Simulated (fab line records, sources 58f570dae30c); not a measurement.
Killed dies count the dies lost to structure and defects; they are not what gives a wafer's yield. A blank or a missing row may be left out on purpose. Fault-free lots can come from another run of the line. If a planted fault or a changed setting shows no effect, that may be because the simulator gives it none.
One fault through the eyes of 2 desks    flow berkeley-cmos170    each desk has only its own numbers; what lay behind them comes last

## THE METROLOGY DESK
What the gauges read for every lot (on any tool): the sampled wafers with a number, averaged. A lot is out of limits, marked OUT, if its mean lies more than 4 standard deviations from the usual mean; the brackets give that distance.
Columns: A = NWELL_OVL at UCB170_NWELL_OVL_MEAS_12, usual -1 nm
lot   first seen here  A
L356  day 2 15:19      2
L357  day 2 22:30      -1
L358  day 3 02:37      6
L361  day 3 11:14      -7
L360  day 3 11:49      7
L363  day 3 21:25      1
L364  day 4 04:14      1
L366  day 4 12:43      -3
L368  day 5 01:06      8
L371  day 5 17:10      -7
L372  day 6 01:23      1
L374  day 6 01:38      -6
L375  day 6 15:37      3
L379  day 7 09:32      4
Finding of this desk: none of the 14 lots has anything out of limits.

## TOOL OWNER'S DESK, litho-track-01
The tool's own readings at UCB170_PWELL_DEVELOP_12 (develop time 45 s): means of the sampled wafers that have a number, for each lot that ran on this tool. A lot is out of limits, marked OUT, if its mean lies more than 4 standard deviations from the usual mean; the brackets give that distance.
Columns: A = developer-temp-C at UCB170_PWELL_DEVELOP_12, usual 21.02 C; B = exhaust-pa at UCB170_PWELL_DEVELOP_12, usual 45.0 Pa
lot   first seen here  A                B
L357  day 3 16:00      21.09            46.4
L358  day 3 17:00      21.01            44.3
L361  day 4 05:00      21.08            45.3
L366  day 5 09:00      21.11            45.2
L371  day 6 11:00      21.07            45.3
L374  day 6 21:00      23.11 (+21) OUT  45.0
L375  day 7 07:00      23.12 (+21) OUT  44.6
This desk finds L374, L375 out of limits, L374 being first, at day 6 21:00 (developer-temp-C at UCB170_PWELL_DEVELOP_12). Within limits: L357, L358, L361, L366, L371.

## PUT TOGETHER
At day 6 21:00, on L374, L375, the tool owner's desk was in a position to raise an alarm.
From the metrology desk's view, nothing was out of limits.
The metrology desk has L374, L375 on record, within its limits.
All the named lots went through UCB170_PWELL_DEVELOP_12 on litho-track-01.

## WHAT HAD BEEN PUT IN BY THE SIMULATOR
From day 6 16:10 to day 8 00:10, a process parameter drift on litho-track-01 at UCB170_PWELL_DEVELOP_12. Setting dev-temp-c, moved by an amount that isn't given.
Shown lots that were struck: L374, L375.
Time in hours from fault onset to the first out-of-limits reading at each desk: the tool owner's desk, 5.
